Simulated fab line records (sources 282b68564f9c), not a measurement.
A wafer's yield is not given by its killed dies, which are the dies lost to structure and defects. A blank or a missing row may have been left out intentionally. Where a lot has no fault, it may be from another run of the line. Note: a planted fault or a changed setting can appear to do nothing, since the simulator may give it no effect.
Code-filled problem report in 8D (eight disciplines) form || flow rit-cmos || the parts of the form that need people (team, actions taken, sign-off) are left out

## 1. PROBLEM STATEMENT
Across 6 wafers from 2 lots, SPACER_NITRIDE_THK at RIT_SPACER_THK_MEAS_04 averages 217.8 nm, while fault-free wafers read 251.3 nm with a standard deviation of 2.3. That is -15 standard deviations from the usual mean.
First observed at day 4 14:26: wafer L784.1, on film-metro-02. The record has a number at this step for 27 wafers belonging to 9 lots. Rule for "out" (also "out of limits"): further than 4 standard deviations from the usual mean. The other wafers with a number count as sound.

## 2. WHAT IT IS; WHAT IT IS NOT
{"question": "which readings at this step", "is": "SPACER_NITRIDE_THK", "is not": "-"}
{"question": "which lots", "is": "L784, L787", "is not": "L776, L777, L779, L789, L792, L793, L799"}
{"question": "which wafers of those lots", "is": "all that have a number", "is not": "-"}
{"question": "read on which gauges", "is": "film-metro-02, film-metro-04", "is not": "film-metro-01"}
{"question": "when", "is": "from day 4 14:26", "is not": "up to then (9 sound wafers); but 12 sound wafers of L789, L792, L793, L799 came after"}

## 3. THE SUSPECTS, EACH WITH WHAT RULES IT OUT
Counting: a tool at a process step up to the reading stays a suspect if it ran every lot that is out and no sound lot after the first of them.
- ruled out: the gauge at RIT_SPACER_THK_MEAS_04. 2 gauges (film-metro-02, film-metro-04) read the wafers that are out.
- lpcvd-01 at RIT_SPACER_CVD_03 (deposits Si3N4 from SiH2Cl2/NH3, target thk 250 nm, time 3300 s): kept. It ran every lot that is out, first L784 (day 4 12:31), and no sound lot after that; its last sound lot up to then is L777 (day 3 01:33).
The count leaves lpcvd-01 at RIT_SPACER_CVD_03.

## 4. THE CAUSE (what the simulator had put in)
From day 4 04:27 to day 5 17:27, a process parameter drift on lpcvd-01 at RIT_SPACER_CVD_03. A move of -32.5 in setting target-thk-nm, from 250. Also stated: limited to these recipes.
The count eliminated every tool but this one.

## 5. SEQUENCE OF EFFECTS, ordered by route
One row per reading whose mean, taken over the struck wafers that have a number, lies over 3 standard deviations from the usual. Scope: only readings with a usual standard deviation given in the record; hours: median across lots of the time from each lot's start at the first step in this table that gives one to its start at this step; sigmas: change in usual standard deviations.
{"hours": 0, "step": "RIT_SPACER_THK_MEAS_04", "reading": "SPACER_NITRIDE_THK", "usual": "251.3 nm", "on struck wafers": 217.8, "change": -33.5, "sigmas": -15}
{"hours": 6, "step": "RIT_SPACER_ETCHBACK_05", "reading": "oes-product-au", "usual": "0.843 a.u.", "on struck wafers": 0.760, "change": -0.083, "sigmas": -7.0}
Its process steps:
- RIT_SPACER_ETCHBACK_05: etches Si3N4 in SF6/CHF3, stops on SiO2, target depth 250 nm, time 240 s.
Later measuring or inspecting steps at which every struck wafer that the step has a row for has a number for every such reading, and none has moved that far: RIT_CONTACT_CD_MEAS_08.

## 6. HOW IT WOULD HAVE BEEN CAUGHT EARLIER
The first out-of-limits reading at a measuring or inspecting step in this record came at day 4 14:26, 10 hours after the fault's start at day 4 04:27.
Tool readings at RIT_SPACER_CVD_03 with a usual standard deviation given in the record: none out on any struck wafer, hence no alarm at a limit of 4 standard deviations on them.
Among the 2 lots that are out, L787 began RIT_SPACER_CVD_03 on lpcvd-01 after day 4 14:26. Had the tool been put on hold then, it would have been spared.
